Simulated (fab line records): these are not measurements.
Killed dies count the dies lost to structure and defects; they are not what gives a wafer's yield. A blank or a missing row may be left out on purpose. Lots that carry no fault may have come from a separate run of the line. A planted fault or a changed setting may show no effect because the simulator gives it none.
What tool caused it? / flow berkeley_cmos170 / 12 lots, 36 wafers sampled, at 1 step of a route of 331

## WHAT EACH GAUGE READ, for each wafer
UCB170_NWELL_OVL_MEAS_12.
lot=L075; measured=day 2 19:38; on=overlay-01; NWELL_OVL (nm)=7 12 3
lot=L077; measured=day 3 05:24; on=overlay-01; NWELL_OVL (nm)=-4 -7 -12
lot=L079; measured=day 3 09:41; on=overlay-01; NWELL_OVL (nm)=9 -4 2
lot=L081; measured=day 4 03:52; on=overlay-02; NWELL_OVL (nm)=-4 -11 -2
lot=L083; measured=day 4 04:14; on=overlay-01; NWELL_OVL (nm)=12 6 15
lot=L085; measured=day 4 12:16; on=overlay-02; NWELL_OVL (nm)=-1 3 8
lot=L087; measured=day 5 09:19; on=overlay-02; NWELL_OVL (nm)=-10 3 -2
lot=L089; measured=day 5 20:07; on=overlay-02; NWELL_OVL (nm)=6 6 7
lot=L090; measured=day 5 20:22; on=overlay-02; NWELL_OVL (nm)=1 7 1
lot=L093; measured=day 6 07:35; on=overlay-01; NWELL_OVL (nm)=2 -3 -1
lot=L095; measured=day 6 10:11; on=overlay-02; NWELL_OVL (nm)=8 1 10
lot=L097; measured=day 7 01:24; on=overlay-02; NWELL_OVL (nm)=4 -5 -6

## WHAT TOOL EACH LOT RAN ON (gives the tool, then ch and the chambers of the sampled wafers, and finally the start)
No process step before these readings appears in the record.

## THE ANSWER, worked out from the rows above alone
Rule: usual is defined by the lots themselves. Put in order of their means at a reading, lots are off if they are a third of the lots or fewer, leave a main group of 4 or more, and stand apart from it by a gap of 3 or more times the standard deviation of the main group's means; of several such gaps the widest counts. The tables above print the reading to a certain number of digits; a main group whose means all agree to those digits is not used. A lot without any number at a reading at which 4 lots or more have one is off too. All remaining lots with rows at the step are treated as sound.
None of the lots is off at any reading shown; this tells nothing.

## WHAT HAD BEEN PUT IN BY THE SIMULATOR
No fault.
